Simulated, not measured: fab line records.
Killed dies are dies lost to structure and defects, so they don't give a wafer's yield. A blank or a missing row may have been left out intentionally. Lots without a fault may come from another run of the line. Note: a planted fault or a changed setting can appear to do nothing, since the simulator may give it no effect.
2 desks looking at one fault | flow rit cmos | each desk holds nothing but its own numbers, with what lay behind them at the end

AT THE METROLOGY DESK
What the gauges read, lot by lot, whatever tool the lot ran on: means of the sampled wafers that have a number. A lot is out of limits, marked OUT, if its mean lies more than 4 standard deviations from the usual mean; the brackets give that distance.
Columns: A = M1_AL_RS at RIT_M1_RS_MEAS_01, usual 0.0732 ohm/sq; B = M1_AL_THK at RIT_M1_THK_MEAS_02, usual 392 nm
lot  | first seen here | A                | B
L284 | day 3 10:06     | 0.0744           | 386
L286 | day 3 18:31     | 0.0728           | 393
L287 | day 3 21:45     | 0.0746           | 384
L288 | day 4 03:37     | 0.0740           | 388
L289 | day 4 10:27     | 0.0726           | 396
L291 | day 4 21:26     | 0.0733           | 390
L292 | day 5 01:27     | 0.0735           | 389
L294 | day 5 15:15     | 0.0870 (+17) OUT | 349 (-8.7) OUT
L295 | day 5 20:06     | 0.0736           | 389
L302 | day 7 04:23     | 0.0738           | 387
L303 | day 7 06:20     | 0.0740           | 388
L305 | day 7 20:22     | 0.0745           | 382
L307 | day 8 03:25     | 0.0721           | 399
Per this desk, out of limits: L294; the first was L294, day 5 15:15 (M1_AL_RS at RIT_M1_RS_MEAS_01). Within limits: L284, L286, L287, L288, L289, L291, L292, L295, L302, L303, L305, L307.

FOR THE TOOL OWNER'S DESK: pvd sputter-03
The tool's own readings at RIT_M1_SPUTTER_00 (material Al, target thk 400 nm, time 500 s): means of the sampled wafers that have a number, for each lot that ran on this tool. A lot is out of limits, marked OUT, if its mean lies more than 4 standard deviations from the usual mean; the brackets give that distance.
Columns: A = throttle valve pct at RIT_M1_SPUTTER_00, usual 30.3 %
lot  | first seen here | A
L286 | day 3 18:13     | 30.8
L288 | day 4 03:19     | 30.7
L292 | day 5 01:08     | 30.4
L294 | day 5 14:56     | 30.1
Finding of this desk: none of the 4 lots has anything out of limits.

TAKEN TOGETHER
L294 would have let the metrology desk raise an alarm at day 5 15:15.
The tool owner's desk saw nothing out of limits.
Tool owner's desk: L294 on record, inside its limits.
All the named lots went through RIT_M1_SPUTTER_00 on pvd sputter-03.

WHAT THE SIMULATOR HAD PUT IN
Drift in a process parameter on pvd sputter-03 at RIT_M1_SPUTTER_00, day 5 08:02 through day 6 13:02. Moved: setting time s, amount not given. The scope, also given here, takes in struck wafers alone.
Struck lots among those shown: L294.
Delay in hours, fault start to first out-of-limits reading, per desk: metrology desk 7.
